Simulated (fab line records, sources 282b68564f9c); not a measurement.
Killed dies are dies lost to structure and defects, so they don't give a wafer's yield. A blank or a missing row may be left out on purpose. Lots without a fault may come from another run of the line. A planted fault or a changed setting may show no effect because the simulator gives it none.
fab line records | flow rit_cmos
record lots=6 wafers=18 last_day=7
route steps=202 shown PRETRO@69 GATE@75 FOX2@80 REOX@98 NLDD@103 M1@202
lots that met no fault: from a run of the same line without faults
start_h: hours from the record's first day to the start of the lot's first wafer shown | wait_h: hours since the lot's step before | " the same as in the row above | L1.1+2: a row that stands for several wafers | - no value, or no start given | * or withheld: withheld | < > ~ a bound
route shown NAME@n: a module of which the file shows steps, and the number in the route of the first | usual: mean/standard deviation of fault-free wafers | same: alike in all rows | chamber/n: place in a boat | sites: the reading at each site | _std_site: their standard deviation | _edge_site: outer sites' mean less inner sites' | radius_mm: how far each site lies from the wafer's centre | mask NAME#n: copy n | behind: the tool/chamber that last shaped the wafer | hold: why the lot was held/for how many hours/how that ended | device: the transistor (n, p or np) that didn't switch | end of line: the same wafers' tests at the end of the route | a step without rows: its recipe alone | killed: dies lost to structure and defects at the first sort, not the wafer's yield | map: a wafer's dies, x killed, . not, _ none there
set.NAME: the setting as run; set.NAME@STEP: as run at that earlier step | model.NAME: the simulator's own value behind a step, which no gauge read
lots at some steps of the route; a table a step, a row a wafer
services: from which hour (start_h, from the record's first day; less than 0 if before it) a tool's chamber was out of use, for how many hours, and why
## steps
# step RIT_PRETRO_DEVELOP_05
# recipe resist=NOVOLAK develop_time_s=68 dev_temp_c=23
# step RIT_PRETRO_OVL_MEAS_06
# usual PRETRO_OVL=1.2/1.2
# columns lot.wafer tool chamber start_h wait_h PRETRO_OVL[nm]
L491.2 overlay-01 - 78.27 - -0.9
L491.4 " - " " 0.7
L491.6 " - " " -0.7
L494.1 overlay-02 - 94.20 - -0.3
L494.2 " - " " -0.4
L494.3 " - " " -0.3
L498.2 overlay-02 - 112.56 - 1.4
L498.4 " - " " 1.3
L498.6 " - " " 0.5
L499.1 overlay-02 - 118.70 - 1.6
L499.4 " - " " 0.6
L499.5 " - " " 1.1
L502.1 overlay-02 - 133.12 - 2.3
L502.3 " - " " 1.4
L502.6 " - " " 2.6
L505.2 overlay-01 - 146.75 - 1.2
L505.5 " - " " 0.4
L505.6 " - " " 1.7
# step RIT_PRETRO_HARDBAKE_07
# recipe resist=NOVOLAK temp_c=140 time_s=120
# step RIT_PRETRO_IMPLANT_08
# recipe species=B energy_kev=45 dose_cm2=1.2e+13 tilt_deg=7
# step RIT_PRETRO_STRIP_09
# recipe chemistry=O2 time_s=180 resist=NOVOLAK platen_temp_c=withheld power_w=500 pressure_mtorr=4000 o2_flow_sccm=4000
# usual drypump_motor_current_A=5.8/0.55
# columns lot.wafer tool chamber start_h wait_h drypump_motor_current_A rf_hours_counter_h
L491.2 plasma_asher-04 0 78.70 0.1 6.3 30
L491.4 " 0 " " 6.3 -
L491.6 " 0 " " 6.3 -
L494.1 plasma_asher-01 0 94.64 0.1 4.9 45
L494.2 " 1 " " 6.4 45
L494.3 " 1 " " 6.3 -
L498.2 plasma_asher-04 1 113.09 0.1 5.9 34
L498.4 " 0 " " 6.3 -
L498.6 " 1 " " 5.9 -
L499.1 plasma_asher-04 0 119.13 0.1 6.3 35
L499.4 " 1 " " 5.9 -
L499.5 " 0 " " 6.3 -
L502.1 plasma_asher-03 0 133.56 0.1 5.6 48
L502.3 " 0 " " 5.6 -
L502.6 " 1 " " 5.7 -
L505.2 plasma_asher-03 1 147.18 0.1 5.7 50
L505.5 " 1 " " 5.7 -
L505.6 " 0 " " 5.6 -
# step RIT_PRETRO_TW_MEAS_10
# usual PRETRO_TW=473.9/2.2
# columns lot.wafer tool chamber start_h wait_h PRETRO_TW
L491.2 film_metro-01 - 78.89 0.1 468.5
L491.4 " - " " 470.7
L491.6 " - " " 471.1
L494.1 film_metro-02 - 94.81 0.1 475.6
L494.2 " - " " 476.0
L494.3 " - " " 474.8
L498.2 film_metro-01 - 113.27 0.1 474.2
L498.4 " - " " 474.0
L498.6 " - " " 472.6
L499.1 film_metro-01 - 119.31 0.1 474.7
L499.4 " - " " 474.5
L499.5 " - " " 474.0
L502.1 film_metro-01 - 133.74 0.1 475.1
L502.3 " - " " 474.6
L502.6 " - " " 473.8
L505.2 film_metro-01 - 147.37 0.1 472.8
L505.5 " - " " 471.9
L505.6 " - " " 475.5
# step RIT_GATE_WET_ETCH_00
# recipe chemistry=BOE target=SiO2 target_depth_nm=56 time_s=60 dry=n2_spin dilution=10:1 temp_c=21.5
# step RIT_GATE_CLEAN_01
# recipe chemistry=SC1 mix=3:3:50 time_s=600 temp_c=75
# step RIT_GATE_CLEAN_02
# recipe chemistry=dHF dilution=50:1 time_s=30
# step RIT_GATE_CLEAN_03
# recipe chemistry=SC2 mix=3:3:50 time_s=600 temp_c=75 dry=n2_spin
# step RIT_GATE_CLEAN_04
# recipe chemistry=dHF dilution=50:1 time_s=60 dry=n2_spin
# step RIT_FOX2_THK_MEAS_91
# recipe reads=SiO2_of_FOX2_OXIDATION_00
# usual FIELD_OXIDE_LEFT_2_THK=254/7
# columns lot.wafer tool chamber start_h wait_h FIELD_OXIDE_LEFT_2_THK[nm]
L491.2 film_metro-04 - 79.37 0.0 242
L491.4 " - " " 243
L491.6 " - " " 238
L494.1 film_metro-04 - 95.29 0.0 259
L494.2 " - " " 260
L494.3 " - " " 260
L498.2 film_metro-01 - 113.75 0.0 248
L498.4 " - " " 250
L498.6 " - " " 250
L499.1 film_metro-01 - 119.80 0.0 250
L499.4 " - " " 256
L499.5 " - " " 248
L502.1 film_metro-04 - 134.24 0.0 250
L502.3 " - " " 256
L502.6 " - " " 257
L505.2 film_metro-01 - 147.87 0.0 252
L505.5 " - " " 254
L505.6 " - " " 261
# step RIT_GATE_OXIDATION_05
# recipe temp_c=900 ambient=O2 target_thk_a=30 ox_time_s=274.8
# columns lot.wafer tool chamber start_h wait_h
L491.2+4+6 furnace-03 0 80.94 1.6
L494.1+2+3 furnace-04 0 95.35 0.1
L498.2+4+6 furnace-04 0 113.80 0.0
L499.1+4+5 furnace-04 0 121.93 2.1
L502.1+3+6 furnace-03 0 134.30 0.1
L505.2+5+6 furnace-01 0 148.51 0.6
# step RIT_GATE_ANNEAL_06
# recipe temp_c=900 time_s=600 ambient=N2O
# step RIT_GATE_THK_MEAS_07
# recipe reads=SiO2_of_GATE_OXIDATION_05
# usual GATE_OXIDE_THK=3.06/0.079
# columns lot.wafer tool chamber start_h wait_h GATE_OXIDE_THK[nm]
L491.2 film_metro-04 - 83.59 0.0 3.08
L491.4 " - " " 3.05
L491.6 " - " " 3.08
L494.1 film_metro-01 - 96.68 0.0 3.20
L494.2 " - " " 3.13
L494.3 " - " " 3.13
L498.2 film_metro-04 - 115.37 0.0 3.10
L498.4 " - " " 3.11
L498.6 " - " " 3.13
L499.1 film_metro-01 - 125.19 0.0 3.10
L499.4 " - " " 3.01
L499.5 " - " " 3.04
L502.1 film_metro-01 - 135.63 0.0 3.06
L502.3 " - " " 2.98
L502.6 " - " " 2.96
L505.2 film_metro-04 - 151.16 0.0 3.11
L505.5 " - " " 3.15
L505.6 " - " " 3.09
# step RIT_GATE_CVD_08
# recipe material=poly-Si target_thk_nm=250 temp_c=610 precursor=SiH4 time_s=2220 pressure_mtorr=312.2 sih4_flow_sccm=100
# step RIT_GATE_THK_MEAS_09
# recipe reads=poly-Si_of_GATE_CVD_08
# usual GATE_POLY_THK=255.5/2.5
# columns lot.wafer tool chamber start_h wait_h GATE_POLY_THK[nm]
L491.2 film_metro-01 - 85.26 0.0 255.6
L491.4 " - " " 255.3
L491.6 " - " " 253.5
L494.1 film_metro-04 - 98.36 0.0 259.9
L494.2 " - " " 261.3
L494.3 " - " " 257.2
L498.2 film_metro-04 - 117.05 0.0 255.1
L498.4 " - " " 254.4
L498.6 " - " " 255.8
L499.1 film_metro-02 - 126.87 0.0 254.9
L499.4 " - " " 253.1
L499.5 " - " " 252.2
L502.1 film_metro-02 - 137.31 0.0 257.1
L502.3 " - " " 257.4
L502.6 " - " " 255.3
L505.2 film_metro-02 - 152.84 0.0 256.3
L505.5 " - " " 255.9
L505.6 " - " " 254.4
# step RIT_GATE_HMDS_10
# recipe prime_time_s=60 prime_temp_c=140
# step RIT_GATE_COAT_11
# recipe resist=NOVOLAK spin_rpm=4250 resist_thk_nm=850
# step RIT_GATE_SOFTBAKE_12
# recipe resist=NOVOLAK temp_c=90 time_s=60
# step RIT_GATE_EXPOSE_13
# recipe mask_id=M6 na=0.6 source_shape=conventional sigma_outer=0.6 target_cd_nm=150 dose_mj=380
# step RIT_GATE_PEB_14
# recipe resist=NOVOLAK temp_c=withheld time_s=withheld
# step RIT_GATE_DEVELOP_15
# recipe resist=NOVOLAK develop_time_s=50 dev_temp_c=23
# step RIT_GATE_CD_MEAS_16
# recipe target_cd_nm=150
# usual cd_nm=150.5/2.5
# columns lot.wafer tool chamber start_h wait_h cd_nm
L491.2 cd_sem-02 - 86.18 - 150.5
L491.4 " - " " 149.0
L491.6 " - " " 149.6
L494.1 cd_sem-01 - 99.39 - 150.2
L494.2 " - " " 151.5
L494.3 " - " " 151.0
L498.2 cd_sem-01 - 118.09 - 148.1
L498.4 " - " " 147.7
L498.6 " - " " 150.8
L499.1 cd_sem-01 - 127.78 - 148.2
L499.4 " - " " 145.4
L499.5 " - " " 144.9
L502.1 cd_sem-01 - 138.22 - 145.8
L502.3 " - " " 148.8
L502.6 " - " " 149.8
L505.2 cd_sem-02 - 153.97 - 153.5
L505.5 " - " " 150.7
L505.6 " - " " 152.0
# step RIT_GATE_OVL_MEAS_17
# usual GATE_OVL=-0.4/1.2
# columns lot.wafer tool chamber start_h wait_h GATE_OVL[nm]
L491.2 overlay-02 - 86.29 0.1 -0.6
L491.4 " - " " 0.8
L491.6 " - " " -0.4
L494.1 overlay-01 - 99.51 0.1 2.0
L494.2 " - " " 2.8
L494.3 " - " " 0.7
L498.2 overlay-02 - 118.20 0.1 0.2
L498.4 " - " " -0.7
L498.6 " - " " -0.4
L499.1 overlay-02 - 127.90 0.1 0.8
L499.4 " - " " 0.0
L499.5 " - " " 0.3
L502.1 overlay-01 - 138.34 0.1 1.2
L502.3 " - " " 0.1
L502.6 " - " " 2.1
L505.2 overlay-01 - 154.08 0.1 1.5
L505.5 " - " " 0.8
L505.6 " - " " 1.6
# step RIT_GATE_HARDBAKE_18
# recipe resist=NOVOLAK temp_c=140 time_s=60
# step RIT_GATE_ETCH_19
# recipe chemistry=SF6/CHF3/O2 time_s=165 SF6_flow_sccm=30 CHF3_flow_sccm=30 O2_flow_sccm=5 target=poly-Si pressure_mtorr=40 rf_w=160 target_depth_a=3125 over_etch_frac=0.25 stop_on=SiO2
# usual CHF3_flow_sccm=30.01/0.083 drypump_motor_current_A=5.5/0.47 he_backside_leak_sccm=2.84/0.27 oes_product_au=0.864/0.016 throttle_valve_pct=10.14/0.15
# same over_etch_frac=0.25
# columns lot.wafer tool chamber start_h wait_h CHF3_flow_sccm drypump_motor_current_A he_backside_leak_sccm oes_product_au rf_hours_counter_h throttle_valve_pct
L491.2 rie_si-02 2 86.47 0.1 30.04 6.0 3.21 0.853 0 10.07
L491.4 " 2 " " 30.04 6.0 3.19 0.852 - 10.05
L491.6 " 3 " " 30.04 6.2 2.81 0.870 - 10.28
L494.1 rie_si-01 3 99.70 0.1 30.07 5.1 2.60 0.850 44 10.15
L494.2 " 2 " " 29.84 5.7 2.68 0.887 61 9.89
L494.3 " 0 " " 30.03 5.8 3.11 0.892 129 10.13
L498.2 rie_si-01 3 118.58 0.1 30.03 5.1 2.52 0.849 44 10.14
L498.4 " 2 " " 30.07 5.7 2.61 0.865 61 9.91
L498.6 " 2 " " 30.09 5.7 2.61 0.863 - 9.90
L499.1 rie_si-02 3 128.08 0.1 30.04 6.2 2.67 0.871 80 10.28
L499.4 " 1 " " 29.99 5.0 2.94 0.866 89 10.37
L499.5 " 1 " " 30.07 5.0 3.04 0.868 - 10.36
L502.1 rie_si-01 1 138.52 0.1 29.90 5.5 2.51 0.866 1 10.23
L502.3 " 2 " " 30.07 5.6 2.69 0.866 62 9.90
L502.6 " 3 " " 29.95 5.1 2.63 0.844 - 10.14
L505.2 rie_si-01 1 154.26 0.1 30.13 5.5 2.37 0.865 1 10.22
L505.5 " 1 " " 30.10 5.5 2.41 0.861 - 10.22
L505.6 " 0 " " 29.99 5.8 2.84 0.891 - 10.15
# step RIT_GATE_STRIP_20
# recipe chemistry=O2 time_s=180 resist=NOVOLAK platen_temp_c=withheld power_w=500 pressure_mtorr=4000 o2_flow_sccm=4000
# usual drypump_motor_current_A=5.4/0.53
# columns lot.wafer tool chamber start_h wait_h drypump_motor_current_A rf_hours_counter_h
L491.2 plasma_asher-02 1 86.58 0.1 4.6 45
L491.4 " 1 " " 4.7 -
L491.6 " 1 " " 4.6 -
L494.1 plasma_asher-03 0 99.80 0.1 5.6 45
L494.2 " 1 " " 5.7 45
L494.3 " 0 " " 5.6 -
L498.2 plasma_asher-02 0 118.69 0.1 5.2 0
L498.4 " 0 " " 5.1 -
L498.6 " 0 " " 5.2 -
L499.1 plasma_asher-02 0 128.19 0.1 5.2 1
L499.4 " 1 " " 4.7 -
L499.5 " 1 " " 4.6 -
L502.1 plasma_asher-03 1 138.63 0.1 5.6 49
L502.3 " 1 " " 5.6 -
L502.6 " 1 " " 5.6 -
L505.2 plasma_asher-02 1 154.37 0.1 4.7 4
L505.5 " 1 " " 4.7 -
L505.6 " 0 " " 5.1 -
# step RIT_GATE_CD_MEAS_90
# recipe target_cd_nm=150
# usual cd_nm=150.5/2.5
# columns lot.wafer tool chamber start_h wait_h cd_nm
L491.2 cd_sem-02 - 86.77 0.1 150.6
L491.4 " - " " 148.9
L491.6 " - " " 149.6
L494.1 cd_sem-01 - 99.98 0.1 150.1
L494.2 " - " " 151.7
L494.3 " - " " 151.5
L498.2 cd_sem-01 - 118.88 0.1 148.3
L498.4 " - " " 147.7
L498.6 " - " " 151.0
L499.1 cd_sem-01 - 128.37 0.1 147.7
L499.4 " - " " 145.4
L499.5 " - " " 145.3
L502.1 cd_sem-02 - 138.81 0.1 145.9
L502.3 " - " " 148.8
L502.6 " - " " 150.1
L505.2 cd_sem-01 - 154.56 0.1 153.2
L505.5 " - " " 150.6
L505.6 " - " " 152.2
# step RIT_REOX_CLEAN_00
# recipe chemistry=SC1 mix=3:3:50 time_s=626.8 temp_c=75
# step RIT_REOX_CLEAN_01
# recipe chemistry=dHF dilution=50:1 time_s=30
# step RIT_REOX_CLEAN_02
# recipe chemistry=SC2 mix=3:3:50 time_s=600 temp_c=75 dry=n2_spin
# step RIT_REOX_OXIDATION_03
# recipe temp_c=900 ambient=O2 target_thk_a=252 ox_time_s=5580
# step RIT_REOX_THK_MEAS_04
# recipe reads=SiO2_of_REOX_OXIDATION_03
# usual REOX_OXIDE_THK=24.9/0.54
# columns lot.wafer tool chamber start_h wait_h REOX_OXIDE_THK[nm]
L491.2 film_metro-03 - 90.19 0.0 24.7
L491.4 " - " " 24.8
L491.6 " - " " 24.5
L494.1 film_metro-04 - 104.43 0.0 25.3
L494.2 " - " " 25.1
L494.3 " - " " 25.0
L498.2 film_metro-04 - 121.94 0.0 24.8
L498.4 " - " " 24.6
L498.6 " - " " 24.7
L499.1 film_metro-04 - 132.82 0.0 26.0
L499.4 " - " " 25.6
L499.5 " - " " 25.3
L502.1 film_metro-01 - 145.81 0.0 24.2
L502.3 " - " " 24.1
L502.6 " - " " 24.0
L505.2 film_metro-01 - 159.96 0.0 25.3
L505.5 " - " " 24.8
L505.6 " - " " 25.1
# step RIT_NLDD_HMDS_00
# recipe prime_time_s=60 prime_temp_c=140
# step RIT_NLDD_COAT_01
# recipe resist=NOVOLAK spin_rpm=3250 resist_thk_nm=1000
# step RIT_NLDD_SOFTBAKE_02
# recipe resist=NOVOLAK temp_c=90 time_s=60
# step RIT_NLDD_EXPOSE_03
# recipe mask_id=M7 na=0.57 target_cd_nm=40700 dose_mj=250
# step RIT_NLDD_PEB_04
# recipe resist=NOVOLAK temp_c=withheld time_s=withheld
# step RIT_NLDD_DEVELOP_05
# recipe resist=NOVOLAK develop_time_s=50 dev_temp_c=23
# step RIT_NLDD_OVL_MEAS_06
# usual NLDD_OVL=0.8/1.2
# columns lot.wafer tool chamber start_h wait_h NLDD_OVL[nm]
L491.2 overlay-02 - 91.09 - 2.5
L491.4 " - " " 1.3
L491.6 " - " " 0.6
L494.1 overlay-02 - 105.46 - -2.5
L494.2 " - " " -2.3
L494.3 " - " " -1.3
L498.2 overlay-02 - 122.85 - -0.5
L498.4 " - " " 0.6
L498.6 " - " " 1.5
L499.1 overlay-01 - 133.86 - 1.4
L499.4 " - " " 1.4
L499.5 " - " " 0.8
L502.1 overlay-01 - 146.82 - 2.5
L502.3 " - " " 2.7
L502.6 " - " " 2.5
L505.2 overlay-02 - 160.99 - -0.5
L505.5 " - " " 0.5
L505.6 " - " " 0.8
# step RIT_NLDD_HARDBAKE_07
# recipe resist=NOVOLAK temp_c=140 time_s=60
# step RIT_M1_PROBE_99
# usual killed_at_contacts=0.1/0.28 killed_at_front_end=7.0/2.9 killed_dies=7.0/2.9 killed_on_rim=1.8/1.4 killed_open=3.4/2.1 killed_short=3.6/1.7
# same gross_dies=264 killed_at_M0_to_M3=0 killed_at_M4_up=0 killed_at_back_side=0 killed_at_other=0
# columns lot.wafer tool chamber start_h wait_h hold killed_at_contacts killed_at_front_end killed_dies killed_on_rim killed_open killed_short
L491.2 prober-02 - 106.90 0.1 - 0 1 1 0 1 0
L491.4 prober-02 - 107.00 0.2 - 0 7 7 2 2 5
L491.6 prober-02 - 107.10 0.2 - 0 4 4 1 2 2
L494.1 prober-01 - 121.03 0.1 - 0 6 6 2 3 3
L494.2 prober-01 - 121.08 0.1 - 0 4 4 2 2 2
L494.3 prober-01 - 121.13 0.2 - 1 9 10 4 5 5
L498.2 prober-01 - 139.50 0.1 await_dispo/2.7h/release 0 117 117 32 1 0
L498.4 prober-01 - 139.60 0.2 await_dispo/2.7h/release 0 132 132 39 4 3
L498.6 prober-01 - 139.70 0.2 await_dispo/2.7h/release 0 124 124 32 1 1
L499.1 prober-02 - 149.54 0.1 await_dispo/1.6h/release 0 118 118 28 4 3
L499.4 prober-02 - 149.69 0.2 await_dispo/1.6h/release 0 119 119 30 5 4
L499.5 prober-02 - 149.74 0.2 await_dispo/1.6h/release 0 123 123 39 2 3
L502.1 prober-01 - 162.16 0.1 - 0 6 6 1 3 3
L502.3 prober-01 - 162.26 0.2 - 0 7 7 3 3 4
L502.6 prober-01 - 162.41 0.2 - 0 5 5 2 2 3
L505.2 prober-01 - 176.78 0.1 - 0 5 5 1 3 2
L505.5 prober-01 - 176.93 0.2 - 0 6 6 2 4 2
L505.6 prober-01 - 176.98 0.2 - 0 8 8 2 3 5
# killed by level:class
L491.2 FOX1:geometric_particle:open=1
L491.4 FOX2:geometric_particle:open=1 FOX2:geometric_particle:short=1 GATE:geometric_particle:short=1 GATE:geometric_particle:open=1 REOX:geometric_particle:short=1 SPACER:geometric_particle:short=1 SILICIDE:geometric_particle:short=1
L491.6 FOX2:geometric_particle:open=1 SPACER:geometric_particle:short=1 SILICIDE:geometric_particle:short=1 SILICIDE:geometric_particle:open=1
L494.1 GATE:geometric_particle:open=2 FOX1:geometric_particle:short=1 GATE:geometric_particle:short=1 REOX:geometric_particle:open=1 SPACER:geometric_particle:short=1
L494.2 GATE:geometric_particle:short=1 GATE:geometric_particle:open=1 REOX:geometric_particle:short=1 REOX:geometric_particle:open=1
L494.3 GATE:geometric_particle:short=2 GATE:geometric_particle:open=2 ACTIVE:geometric_particle:open=1 FOX1:geometric_particle:short=1 FOX1:geometric_particle:open=1 REOX:geometric_particle:open=1 SPACER:geometric_particle:short=1 CONTACT:geometric_particle:short=1
L498.2 GATE:unspecified=116 GATE:geometric_particle:open=1
L498.4 GATE:unspecified=125 FOX1:geometric_particle:short=3 GATE:geometric_particle:open=2 FOX1:geometric_particle:open=1 SILICIDE:geometric_particle:open=1
L498.6 GATE:unspecified=122 FOX1:geometric_particle:short=1 GATE:geometric_particle:open=1
L499.1 GATE:unspecified=111 GATE:geometric_particle:short=3 GATE:geometric_particle:open=2 SPACER:geometric_particle:open=2
L499.4 GATE:unspecified=110 GATE:geometric_particle:open=4 SPACER:geometric_particle:short=3 REOX:geometric_particle:short=1 SPACER:geometric_particle:open=1
L499.5 GATE:unspecified=118 REOX:geometric_particle:short=2 FOX2:geometric_particle:open=1 REOX:geometric_particle:open=1 SPACER:geometric_particle:short=1
L502.1 REOX:geometric_particle:open=3 GATE:geometric_particle:short=2 REOX:geometric_particle:short=1
L502.3 REOX:geometric_particle:open=2 FOX1:geometric_particle:short=1 GATE:geometric_particle:open=1 GATE:geometric_particle:short=1 REOX:geometric_particle:short=1 SPACER:geometric_particle:short=1
L502.6 GATE:geometric_particle:open=2 GATE:geometric_particle:short=2 REOX:geometric_particle:short=1
L505.2 SPACER:geometric_particle:open=3 FOX1:geometric_particle:short=1 SILICIDE:geometric_particle:short=1
L505.5 FOX1:geometric_particle:open=3 FOX2:geometric_particle:short=1 FOX2:geometric_particle:open=1 GATE:geometric_particle:short=1
L505.6 GATE:geometric_particle:short=2 GATE:geometric_particle:open=2 SPACER:geometric_particle:short=2 REOX:geometric_particle:short=1 REOX:geometric_particle:open=1
# map L498.4 (x killed, . not)
________.x....._______
_____x.x...x.x.x.x____
____x....xx.xx.xx..___
___xx...x.x..x..x.xx__
__...xx.x....xx..x.xx_
__x.x......xx.....xxx_
_x..x.xxx....xxxx.xxxx
_xx....x...xxxx.....xx
_..xxxx.x.xxx.xxxxxxxx
_x...xx..xxxx..x.x.xx.
__xxxxx.....xxx.xx.x._
__x..xx.x.xxxxx.xxxxx_
___xx..........xx.x.__
____x.......x..xx..___
_____.x.xx..xxx..x____
________x.xxxx._______
# map L499.5 (x killed, . not)
________.x..xxx_______
_____xx.x.x.xxxxxx____
____x.xx.....x.....___
___xx.x..xxxx.x..x.x__
__xxx...x.x.x..x....._
__.......x..xx.xx.x.x_
_.xx...xxxx.x..xx.xxxx
_..x.....x..xxxxx.x...
_..xx.x......x..x.xxx.
_xx..x...xx.x..x.xxxxx
__...x.xx.x...x.x..x._
__x.x..x.x.....x.x.x._
___xx...x..x..x.x...__
____.xx..xxx.xx.x..___
_____..x.xx..xxxx.____
________xxxxx.._______
## services
# columns tool chamber start_h hours kind
rie_si-02 - 61.70 0.4 repair
rie_si-02 2 62.36 - clean
rie_si-02 2 62.36 17.9 scheduled_down
rie_si-02 2 62.36 17.9 vent_cycle
furnace-04 - 63.01 7.1 pm
rie_si-01 0 76.43 2.1 repair
rie_si-02 0 80.27 - clean
rie_si-02 0 80.27 14.3 scheduled_down
rie_si-02 0 80.27 14.3 vent_cycle
furnace-03 - 104.57 4.4 pm
plasma_asher-02 - 108.80 9.0 pm
plasma_asher-02 0 108.80 9.0 vent_cycle
plasma_asher-02 1 108.80 9.0 vent_cycle
plasma_asher-02 0 117.80 - clean
plasma_asher-02 1 117.80 - clean
furnace-01 - 122.83 3.4 pm
furnace-04 - 139.62 15.9 repair
## key
first_sign step=RIT_M1_PROBE_99 reading=killed_dies direction=up sigmas=39 usual=7.0 struck=122.2
effect step=RIT_M1_PROBE_99 reading=killed_at_front_end direction=up sigmas=39 usual=7.0 struck=122.2
met_at RIT_GATE_OXIDATION_05
struck_wafers L498.2,L498.4,L498.6,L499.1,L499.4,L499.5
tester_left_out L498,L499
onset_between 95.35 113.80
also_fits RIT_PRETRO_STRIP_09:plasma_asher-04
fault kind=chamber_particle_source tool=furnace-04 chamber=- onset_h=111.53 steps=RIT_GATE_OXIDATION_05 rate_per_visit_cm2=1.0927 end_h=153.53
# tester_left_out: of these lots the tester's yield and bins aren't shown, on N5 and GAA mostly nor the transistor test; their killed dies are dies lost to structure and defects alone, not to doping, threshold or leakage, so they don't give the yield
